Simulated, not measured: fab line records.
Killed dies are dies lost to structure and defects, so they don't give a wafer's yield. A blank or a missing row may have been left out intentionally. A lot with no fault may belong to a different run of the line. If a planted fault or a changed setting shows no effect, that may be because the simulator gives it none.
Check for tools in common    flow rit_cmos    Sampled: 13 lots, 39 wafers

== REASON IT WAS OPENED ==
RIT_PRETRO_TW_MEAS_10, reading PRETRO_TW: flagged on 1 of 13 lots. Wafers without a fault read 474.5, standard deviation 2.4.
Rule: a lot is flagged in two cases, either no wafer of it has a number, or all its wafers with numbers fall more than 4 standard deviations from that mean. The rest of the lots are taken to be sound.

lot   measured     on             PRETRO_TW, wafer by wafer  flag
L998  day 2 10:50  film_metro-01  471.3 474.1 470.5          
L999  day 2 14:22  film_metro-04  475.5 473.6 473.5          
L100  day 2 19:05  film_metro-04  472.8 473.8 472.9          
L103  day 3 08:56  film_metro-02  469.9 475.5 473.6          
L104  day 3 13:22  film_metro-04  30.2 30.1 30.2             FLAGGED
L106  day 4 03:19  film_metro-02  475.7 474.8 476.5          
L111  day 5 03:25  film_metro-01  471.1 475.2 471.5          
L112  day 5 08:55  film_metro-04  472.4 475.1 474.0          
L113  day 5 15:32  film_metro-04  471.5 471.7 474.4          
L114  day 5 17:01  film_metro-02  471.4 477.8 472.6          
L119  day 6 20:10  film_metro-02  473.3 473.4 473.2          
L120  day 7 00:02  film_metro-04  478.3 475.6 476.5          
L121  day 7 05:14  film_metro-04  478.2 478.9 477.3          
The numbers of the flagged lots are 30.2 on average: -444.3 against the usual, or -99 or more standard deviations.

== EACH LOT AND THE TOOL IT RAN ON ==
Before the reading, the record contains 2 process steps out of a 202-step route. Cell contents, in order: the tool; ch with the chambers the sampled wafers went through; the start.
lot   flag     RIT_ACTIVE_STRIP_14                  RIT_PRETRO_EXPOSE_03
L998           plasma_asher-02 ch 0,1, day 1 15:22  iline_stepper-02 ch 0, day 2 09:47
L999           plasma_asher-01 ch 0,1, day 1 20:43  iline_stepper-02 ch 0, day 2 13:20
L100           plasma_asher-02 ch 0,1, day 2 02:11  iline_stepper-02 ch 0, day 2 17:58
L103           plasma_asher-04 ch 0,1, day 2 15:50  iline_stepper-02 ch 0, day 3 07:54
L104  FLAGGED  plasma_asher-01 ch 0,1, day 2 20:58  iline_stepper-02 ch 0, day 3 12:20
L106           plasma_asher-04 ch 1, day 3 07:32    iline_stepper-02 ch 0, day 4 02:00
L111           plasma_asher-04 ch 0, day 4 07:58    iline_stepper-02 ch 0, day 5 02:14
L112           plasma_asher-04 ch 0,1, day 4 14:00  iline_stepper-02 ch 0, day 5 07:53
L113           plasma_asher-04 ch 0,1, day 4 18:48  iline_stepper-02 ch 0, day 5 14:29
L114           plasma_asher-01 ch 0,1, day 4 23:53  iline_stepper-02 ch 0, day 5 15:50
L119           plasma_asher-01 ch 0,1, day 6 00:35  iline_stepper-01 ch 0, day 6 19:08
L120           plasma_asher-01 ch 0,1, day 6 05:35  iline_stepper-01 ch 0, day 6 23:00
L121           plasma_asher-01 ch 0,1, day 6 10:47  iline_stepper-02 ch 0, day 7 04:09
What is done by these steps:
- RIT_ACTIVE_STRIP_14: strips in O2, time 180 s.
- RIT_PRETRO_EXPOSE_03: exposes mask M5, target cd 43700 nm.
- RIT_PRETRO_TW_MEAS_10

== FLAGGED AGAINST TOTAL, ONE TOOL AT A TIME (gauges that did the reading follow at the end) ==
step                   tool              lots run  flagged  share of the flagged lots  sound lots run after its first flagged lot
RIT_ACTIVE_STRIP_14    plasma_asher-01   6         1        all                        4 (L114,L119,L120,L121)
RIT_ACTIVE_STRIP_14    plasma_asher-02   2         0        none                       -
RIT_ACTIVE_STRIP_14    plasma_asher-04   5         0        none                       -
RIT_PRETRO_EXPOSE_03   iline_stepper-01  2         0        none                       -
RIT_PRETRO_EXPOSE_03   iline_stepper-02  11        1        all                        6 (L106,L111,L112,L113,L114,L121)
RIT_PRETRO_TW_MEAS_10  film_metro-01     2         0        none                       -
RIT_PRETRO_TW_MEAS_10  film_metro-02     4         0        none                       -
RIT_PRETRO_TW_MEAS_10  film_metro-04     7         1        all                        4 (L112,L113,L120,L121)

== THE TABLE: WHAT IT ALLOWS ==
All flagged lots were run by 3 table rows, namely plasma_asher-01 at RIT_ACTIVE_STRIP_14, iline_stepper-02 at RIT_PRETRO_EXPOSE_03, film_metro-04 at RIT_PRETRO_TW_MEAS_10.
- plasma_asher-01 at RIT_ACTIVE_STRIP_14: 1 of its 6 lots flagged. After the first flagged lot (L114, L119, L120, L121), sound lots still ran on it; a lasting fault on the whole tool would not permit that.
- iline_stepper-02 at RIT_PRETRO_EXPOSE_03: 1 of its 11 lots flagged. After the first flagged lot (L106, L111, L112, L113, L114, L121), sound lots still ran on it; a lasting fault on the whole tool would not permit that.
- film_metro-04 at RIT_PRETRO_TW_MEAS_10: 1 of its 7 lots flagged. After the first flagged lot (L112, L113, L120, L121), sound lots still ran on it; a lasting fault on the whole tool would not permit that.
There is no row in the table that ran each flagged lot and no sound lot after the first.

== WHAT THE SIMULATOR HAD INSERTED ==
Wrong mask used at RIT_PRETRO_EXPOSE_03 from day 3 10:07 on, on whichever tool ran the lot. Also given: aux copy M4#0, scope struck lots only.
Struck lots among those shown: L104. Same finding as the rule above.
